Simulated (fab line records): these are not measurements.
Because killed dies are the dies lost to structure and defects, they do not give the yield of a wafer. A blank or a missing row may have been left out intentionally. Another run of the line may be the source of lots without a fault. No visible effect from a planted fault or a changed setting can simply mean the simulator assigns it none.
fab line records | flow berkeleyCmos170
record lots=5 wafers=15 lastDay=11
route steps=331 shown PWELL@53 WELLDRIVE@55 ACTIVE@60
lots that met no fault: from a run of the same line without faults
startH: start of the lot's first displayed wafer, in hours after the record's first day | waitH: hours from the lot's prior step to this one | " identical to the entry in the row above | L1.1+2: several wafers, shown together as one row | - no value present, or no start provided | * or withheld: withheld | < > ~ a bound
route shown NAME@n: a module of which the file shows steps, and the number in the route of the first | usual: mean/standard deviation taken from wafers without a fault | same: alike in all rows | chamber/n: place in a boat | sites: per-site readings | _std_site: standard deviation across them | _edge_site: inner sites' mean taken away from outer sites' mean | radiusMm: how far each site lies from the wafer's centre | mask NAME#n: copy n | behind: the tool/chamber that last shaped the wafer | hold: why the lot went on hold/how many hours it stayed there/how the hold came to an end | device: the n, p or np transistor that did not switch | end of line: the same wafers' tests at the end of the route | a step without rows: its recipe alone | killed: count of dies lost to structure and defects at first sort (not the wafer's yield) | map: a wafer's dies, x killed, . not, _ none there
set.NAME: the setting that was run; set.NAME@STEP: the one run at that earlier step | model.NAME: the simulator's own value behind a step, which no gauge read
lots at selected steps of the route; one table per step, one row per wafer
services: when a tool's chamber went out of use (startH, in hours from the record's first day, below 0 if earlier), for how many hours, and the reason
## steps
# step UCB170_PWELL_WET_ETCH_19
# recipe chemistry=H3PO4 target=Si3N4 tempC=160 timeS=14400
# step UCB170_PWELL_WET_ETCH_20
# recipe chemistry=BOE dilution=5:1 target=SiO2 tempC=25 timeS=22
# step UCB170_WELLDRIVE_CLEAN_00
# recipe chemistry=SPM tempC=120 timeS=600
# step UCB170_WELLDRIVE_OXIDATION_01
# recipe tempC=1100 ambient=O2 targetThkA=1990 oxTimeS=9247
# step UCB170_WELLDRIVE_THK_MEAS_02
# recipe reads=SiO2_of_WELLDRIVE_OXIDATION_01
# usual WELLDRIVE_OXIDE_THK=202/3.4
# columns lot.wafer tool chamber startH waitH WELLDRIVE_OXIDE_THK[nm]
L465.1 filmMetro-02 - 79.05 0.0 199
L465.5 " - " " 197
L465.6 " - " " 195
L470.1 filmMetro-02 - 109.42 0.0 193
L470.3 " - " " 196
L470.4 " - " " 195
L475.2 filmMetro-01 - 131.08 0.0 202
L475.3 " - " " 202
L475.5 " - " " 200
L477.3 filmMetro-02 - 139.99 0.0 200
L477.4 " - " " 199
L477.6 " - " " 199
L481.1 filmMetro-01 - 158.70 0.0 203
L481.2 " - " " 204
L481.4 " - " " 206
# step UCB170_WELLDRIVE_ANNEAL_03
# recipe tempC=1100 timeS=900 ambient=N2
# step UCB170_WELLDRIVE_WET_ETCH_04
# recipe chemistry=BOE dilution=5:1 target=SiO2 tempC=25 timeS=120
# step UCB170_ACTIVE_CLEAN_00
# recipe chemistry=SPM tempC=120 timeS=600
# step UCB170_ACTIVE_CLEAN_01
# recipe chemistry=dHF dilution=25:1 timeS=60
# step UCB170_ACTIVE_OXIDATION_02
# recipe tempC=1000 ambient=O2 targetThkA=264 oxTimeS=1260
# step UCB170_ACTIVE_THK_MEAS_03
# recipe reads=SiO2_of_ACTIVE_OXIDATION_02
# usual ACTIVE_OXIDE_THK=26.3/0.46
# columns lot.wafer tool chamber startH waitH ACTIVE_OXIDE_THK[nm]
L465.1 filmMetro-02 - 89.63 0.0 25.8
L465.5 " - " " 26.4
L465.6 " - " " 25.9
L470.1 filmMetro-04 - 117.22 0.0 27.2
L470.3 " - " " 26.9
L470.4 " - " " 26.6
L475.2 filmMetro-02 - 137.25 0.0 25.8
L475.3 " - " " 25.7
L475.5 " - " " 26.4
L477.3 filmMetro-01 - 146.93 0.0 26.8
L477.4 " - " " 25.7
L477.6 " - " " 26.1
L481.1 filmMetro-04 - 165.98 0.0 26.6
L481.2 " - " " 25.8
L481.4 " - " " 26.4
# step UCB170_ACTIVE_ANNEAL_04
# recipe tempC=1000 timeS=900 ambient=N2
# step UCB170_ACTIVE_CVD_05
# recipe material=Si3N4 targetThkNm=220 tempC=800 precursor=SiH2Cl2/NH3 timeS=3150 pressureMtorr=200 sih2cl2FlowSccm=25 nh3FlowSccm=75
# usual spikeTcLoadC=823.1/1.1 susceptorTempC=800.0/0.33 zonePowerSourcePct=21.8/1.1
# columns lot.wafer tool chamber startH waitH spikeTcLoadC susceptorTempC zonePowerSourcePct model.Si3N4_of_ACTIVE_CVD_05.thkNm
L465.1 lpcvd-02 0 93.71 0.0 821.5 799.7 22.1 210.2
L465.5 " 0 " " 822.8 799.7 22.2 212.1
L465.6 " 0 " " 821.4 800.6 21.8 209.3
L470.1 lpcvd-01 1 121.32 0.0 822.6 799.7 20.2 211.5
L470.3 " 1 " " 822.0 800.0 20.0 212
L470.4 " 1 " " 824.1 799.7 20.2 211.1
L475.2 lpcvd-02 0 142.37 0.0 823.0 800.0 22.2 402.5
L475.3 " 0 " " 821.0 800.8 21.6 401.6
L475.5 " 0 " " 822.4 800.0 22.0 403.5
L477.3 lpcvd-01 1 149.73 0.1 823.4 800.1 20.1 208.9
L477.4 " 1 " " 824.4 799.9 20.1 208.6
L477.6 " 1 " " 821.7 799.9 19.9 208.8
L481.1 lpcvd-01 1 171.82 0.5 824.4 799.4 20.1 206.7
L481.2 " 1 " " 824.4 800.2 20.4 207.4
L481.4 " 1 " " 823.2 800.5 20.3 207.5
# step UCB170_ACTIVE_THK_MEAS_06
# recipe reads=Si3N4_of_ACTIVE_CVD_05
# usual ACTIVE_NITRIDE_THK=209.6/1.8
# columns lot.wafer tool chamber startH waitH ACTIVE_NITRIDE_THK[nm]
L465.1 filmMetro-04 - 95.63 0.0 210.2
L465.5 " - " " 212.0
L465.6 " - " " 209.2
L470.1 filmMetro-02 - 123.23 0.0 211.4
L470.3 " - " " 212.0
L470.4 " - " " 211.1
L475.2 filmMetro-02 - 144.29 0.1 402.3
L475.3 " - " " 401.4
L475.5 " - " " 403.9
L477.3 filmMetro-02 - 151.67 0.1 209.0
L477.4 " - " " 208.7
L477.6 " - " " 208.6
L481.1 filmMetro-02 - 173.74 0.0 206.7
L481.2 " - " " 207.3
L481.4 " - " " 207.6
# step UCB170_ACTIVE_HMDS_07
# recipe primeTimeS=60 primeTempC=100
# step UCB170_ACTIVE_COAT_08
# recipe resist=KrF spinRpm=1500 resistThkNm=900
# step UCB170_ACTIVE_SOFTBAKE_09
# recipe resist=KrF tempC=130 timeS=60
# step UCB170_ACTIVE_EXPOSE_10
# recipe maskId=ACTIVE targetCdNm=1200 na=0.5 sigmaOuter=0.6 sourceShape=conventional doseMj=20
# step UCB170_ACTIVE_PEB_11
# recipe pebTempC=130 pebTimeS=withheld resist=KrF
# step UCB170_ACTIVE_DEVELOP_12
# recipe developer=TMAH developTimeS=45 resist=KrF devTempC=21
# step UCB170_ACTIVE_CD_MEAS_13
# recipe targetCdNm=1200
# usual cdNm=1199.4/1.4
# columns lot.wafer tool chamber startH waitH cdNm
L465.1 cdSem-01 - 96.79 - 1198.1
L465.5 " - " " 1198.6
L465.6 " - " " 1197.8
L470.1 cdSem-02 - 124.13 - 1199.3
L470.3 " - " " 1198.9
L470.4 " - " " 1199.2
L475.2 cdSem-01 - 146.59 - 1201.6
L475.3 " - " " 1200.2
L475.5 " - " " 1200.6
L477.3 cdSem-01 - 152.76 - 1195.8
L477.4 " - " " 1197.9
L477.6 " - " " 1196.1
L481.1 cdSem-02 - 174.77 - 1200.0
L481.2 " - " " 1198.0
L481.4 " - " " 1198.6
# step UCB170_ACTIVE_OVL_MEAS_14
# usual ACTIVE_OVL=0/6.4
# columns lot.wafer tool chamber startH waitH ACTIVE_OVL[nm]
L465.1 overlay-02 - 96.91 0.1 5
L465.5 " - " " -1
L465.6 " - " " -2
L470.1 overlay-02 - 124.25 0.1 -1
L470.3 " - " " -4
L470.4 " - " " -2
L475.2 overlay-01 - 146.70 0.1 2
L475.3 " - " " -15
L475.5 " - " " -8
L477.3 overlay-02 - 152.85 0.1 -6
L477.4 " - " " -17
L477.6 " - " " -14
L481.1 overlay-02 - 174.89 0.1 6
L481.2 " - " " 1
L481.4 " - " " 0
# step UCB170_ACTIVE_ETCH_15
# recipe chemistry=CH3F/Ar/O2 target=Si3N4 stopOn=SiO2 CH3F_flow_sccm=20 Ar_flow_sccm=50 O2_flow_sccm=7 pressureMtorr=50 rfW=450 targetDepthA=2420 overEtchFrac=0.1 timeS=151
# usual chamberPressureMTorr=50.00/0.047 drypumpMotorCurrentA=5.8/0.48 oesProductAu=0.914/0.014 throttleValvePct=7.95/0.13
# columns lot.wafer tool chamber startH waitH chamberPressureMTorr drypumpMotorCurrentA oesProductAu rfHoursCounterH throttleValvePct model.etch.depthNm
L465.1 rieDiel-01 1 96.94 0.0 49.96 5.5 0.918 75 7.75 210.2
L465.5 " 0 " " 49.94 6.2 0.929 - 8.14 212.1
L465.6 " 1 " " 49.97 5.4 0.915 - 7.76 209.3
L470.1 rieDiel-02 1 124.29 0.0 50.02 5.7 0.927 27 8.05 211.5
L470.3 " 3 " " 49.96 5.7 0.916 123 7.91 212
L470.4 " 3 " " 50.05 5.7 0.911 - 7.90 211.1
L475.2 rieDiel-01 3 146.75 0.0 49.96 6.5 1.010 112 7.91 244.3
L475.3 " 2 " " 50.02 4.9 0.974 13 7.94 236.1
L475.5 " 2 " " 50.00 4.9 0.984 - 7.98 240.2
L477.3 rieDiel-04 2 152.88 0.0 50.17 5.9 0.900 151 7.96 208.9
L477.4 " 1 " " 49.99 5.7 0.932 56 7.95 208.6
L477.6 " 3 " " 49.98 5.6 0.936 - 7.84 208.8
L481.1 rieDiel-01 3 174.92 0.0 49.97 6.4 0.913 113 7.93 206.7
L481.2 " 1 " " 49.97 5.4 0.914 79 7.75 207.4
L481.4 " 2 " " 49.98 5.0 0.885 15 7.96 207.5
# step UCB170_ACTIVE_STRIP_16
# recipe chemistry=O2 powerW=400 pressureMtorr=3500 platenTempC=withheld o2FlowSccm=400 overashFraction=0.5
# usual chamberPressureMTorr=3500/3.3 drypumpMotorCurrentA=5.94/0.28 oesProductAu=0.721/0.0046 stripTimeToEndpointS=18.06/0.11
# columns lot.wafer tool chamber startH waitH chamberPressureMTorr drypumpMotorCurrentA oesProductAu rfHoursCounterH stripTimeToEndpointS
L465.1 plasmaAsher-03 0 97.04 0.1 3505 5.63 0.722 38 18.28
L465.5 " 1 " " 3497 6.07 0.722 - 17.98
L465.6 " 0 " " 3501 5.61 0.721 - 18.21
L470.1 plasmaAsher-03 0 124.39 0.1 3506 5.62 0.719 41 17.99
L470.3 " 1 " " 3498 6.06 0.723 - 18.06
L470.4 " 0 " " 3501 5.63 0.724 - 18.10
L475.2 plasmaAsher-02 1 146.85 0.1 3502 6.25 0.718 3 17.95
L475.3 " 1 " " 3499 6.19 0.721 - 18.02
L475.5 " 0 " " 3502 5.75 0.723 - 17.99
L477.3 plasmaAsher-04 1 153.01 0.1 3499 6.34 0.731 - 18.05
L477.4 " 0 " " 3501 5.69 0.721 - 18.03
L477.6 " 1 " " 3499 6.33 0.720 - 17.85
L481.1 plasmaAsher-04 1 175.02 0.1 3502 6.33 0.718 47 18.14
L481.2 " 0 " " 3500 5.69 0.719 47 18.17
L481.4 " 1 " " 3501 6.33 0.718 - 18.20
## services
# columns tool chamber startH hours kind
lpcvd-01 - 83.32 0.5 repair
rieDiel-02 0 106.36 - clean
rieDiel-02 0 106.36 27.5 scheduledDown
rieDiel-02 0 106.36 27.5 ventCycle
plasmaAsher-02 - 108.85 9.0 pm
plasmaAsher-02 0 108.85 9.0 ventCycle
plasmaAsher-02 1 108.85 9.0 ventCycle
rieDiel-04 3 115.58 2.4 repair
rieDiel-01 1 116.56 3.9 repair
plasmaAsher-02 - 117.85 2.8 pm
plasmaAsher-02 0 117.85 - clean
plasmaAsher-02 1 117.85 - clean
plasmaAsher-03 - 120.55 2.8 pm
rieDiel-02 - 145.34 14.6 pm
rieDiel-01 0 159.44 3.1 repair
rieDiel-02 1 160.91 10.0 repair
rieDiel-04 2 163.45 - clean
rieDiel-04 2 163.45 15.9 scheduledDown
rieDiel-04 2 163.45 15.9 ventCycle
rieDiel-04 3 168.50 5.2 repair
lpcvd-02 - 170.24 6.0 pm
rieDiel-04 3 174.06 3.8 repair
## key
firstSign step=UCB170_ACTIVE_THK_MEAS_06 reading=ACTIVE_NITRIDE_THK direction=up sigmas=99+ usual=209.6 struck=402.6
effect step=UCB170_ACTIVE_ETCH_15 reading=oesProductAu direction=up sigmas=5.2 usual=0.914 struck=0.989
modelEffect step=UCB170_ACTIVE_CVD_05 value=Si3N4_of_ACTIVE_CVD_05.thkNm without=208 struck=402.5
modelEffect step=UCB170_ACTIVE_ETCH_15 value=etch.depthNm without=208 struck=240.2
metAt UCB170_ACTIVE_CVD_05
struckWafers L475.2,L475.3,L475.5
laterRowsLeftOut L475.2,L475.3,L475.5
sortLeftOut L475.2,L475.3,L475.5
testerLeftOut L475
onsetBetween 93.71 142.37
fault kind=processParameterDrift tool=lpcvd-02 chamber=0 onsetH=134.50 steps=UCB170_ACTIVE_CVD_05 channel=targetThkNm offset=203.83 shape=step endH=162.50 actsIn=theseRecipesOnly stated=220
# testerLeftOut: of these lots the tester's yield and bins aren't shown, on N5 and GAA mostly nor the transistor test; their killed dies are dies lost to structure and defects alone, not to doping, threshold or leakage, so they don't give the yield
# sortLeftOut: the simulated sort isn't trusted on such a fault, so these wafers' sort isn't shown, and their yield isn't known
# laterRowsLeftOut: the simulator's readings of these wafers behind a module that went badly wrong aren't trusted and aren't shown, but for the sort
